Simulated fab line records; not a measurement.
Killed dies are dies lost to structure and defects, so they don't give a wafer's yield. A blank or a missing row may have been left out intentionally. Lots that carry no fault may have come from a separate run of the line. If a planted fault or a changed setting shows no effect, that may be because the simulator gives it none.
Lot-split experiment	flow rit-cmos	on a route of 202 steps: 5 lots, 23 wafers read

ABOUT THE SPLIT
At RIT_NRETRO_COAT_01 (resist thk 1300 nm), the setting spin-rpm was moved away from the recipe's 2000 rpm on 5 of the 23 wafers read, by -3.0% to +7.3%. All remaining wafers had this setting at the recipe value.

FROM THE SPLIT TO THE READING: what the file shows between them, 3 steps
- RIT_NRETRO_SOFTBAKE_02: time 60 s
- RIT_NRETRO_EXPOSE_03: exposes mask M4, target cd 43900 nm
- RIT_NRETRO_DEVELOP_05: develop time 68 s

THE READING
NOVOLAK_of_NRETRO_COAT_01.thk-nm (the simulator's own value, which no gauge read), in nm, at RIT_NRETRO_HARDBAKE_07 (time 120 s). No usual value for it is given in the file. Here, 18 wafers ran the recipe; their average is 1138 nm with a standard deviation of 3.2 nm.

wafer	tool, chamber at the split	spin-rpm as run, rpm	against the recipe	NOVOLAK_of_NRETRO_COAT_01.thk-nm, nm	against lot-mates on the recipe
L075.1	litho-track-04, 0	2000	recipe	1135	-
L075.2	litho-track-04, 0	2000	recipe	1135	-
L075.3	litho-track-04, 0	2000	recipe	1135	-
L075.4	litho-track-04, 0	2000	recipe	1138	-
L075.6	litho-track-04, 0	2000	recipe	1137	-
L076.1	litho-track-03, 0	2000	recipe	1140	-
L076.2	litho-track-03, 0	2000	recipe	1140	-
L076.3	litho-track-03, 0	2000	recipe	1144	-
L076.4	litho-track-03, 0	2000	recipe	1142	-
L076.6	litho-track-03, 0	2000	recipe	1139	-
L081.1	litho-track-04, 0	2000	recipe	1140	-
L081.3	litho-track-04, 0	2000	recipe	1141	-
L081.4	litho-track-04, 0	2146	+7.3%	1102	-38
L081.6	litho-track-04, 0	2146	+7.3%	1102	-38
L081.5	litho-track-04, 0	2146	+7.3%	1100	-40
L082.1	litho-track-01, 0	2000	recipe	1139	-
L082.3	litho-track-01, 0	2000	recipe	1136	-
L082.5	litho-track-01, 0	2000	recipe	1142	-
L083.2	litho-track-01, 0	1940	-3.0%	1151	+17
L083.3	litho-track-01, 0	2000	recipe	1132	-
L083.4	litho-track-01, 0	1940	-3.0%	1153	+19
L083.5	litho-track-01, 0	2000	recipe	1134	-
L083.6	litho-track-01, 0	2000	recipe	1136	-

THE FIT
A straight line over all 23 wafers: NOVOLAK_of_NRETRO_COAT_01.thk-nm changes by -4.98 nm for each +1% of spin-rpm; r = -0.98; the points scatter about the line by 3 nm.
The same after taking each lot's own level away (the mean of its wafers on the recipe; 23 wafers): -5.45 nm for each +1%; r = -0.99; scatter 1.7 nm.
Per that fit: largest spin-rpm move, reading shift of 40 nm.
The span of the lots' own levels, 1134.0 to 1141.0 nm, comes to 2.2 times the standard deviation stated above.
So the lot-to-lot level changes the slope little: the two slopes agree.
Check: -40 nm against its lot-mates is what the line predicts for one of the wafers moved furthest among these (+7.3%) when that wafer is left out of the fit. Against them it came out at -38.5 nm.

THESE WAFERS: OTHER SPLITS
Other splits were also applied to these wafers ahead of the reading. Each is held against what the fit with the lots' levels taken away leaves over:
other split on the same wafers	wafers away from the commonest value	r with NOVOLAK_of_NRETRO_COAT_01.thk-nm (lot level and that fit taken away)
RIT_ACTIVE_ETCH_13 time-s	4	-0.18
RIT_NWELL_COAT_01 resist-thk-nm	7	-0.29
RIT_NWELL_SOFTBAKE_02 temp-c	4	-0.20

THE WHOLE CHAIN: every reading that the file lists as answering this split, in the file's order
step	what it does	reading	change (the file's fit)	r (the file's)
RIT_NRETRO_COAT_01	resist thk 1300 nm	NOVOLAK_of_NRETRO_COAT_01.thk-nm (the simulator's own value, which no gauge read)	-6.33 nm for each +1% of the setting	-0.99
RIT_NRETRO_HARDBAKE_07	time 120 s	NOVOLAK_of_NRETRO_COAT_01.thk-nm (the simulator's own value, which no gauge read)	-5.46 nm for each +1% of the setting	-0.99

THE FILE'S OWN FIT
NOVOLAK_of_NRETRO_COAT_01.thk-nm changes by -5.46 nm for each +1% of spin-rpm, r = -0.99.
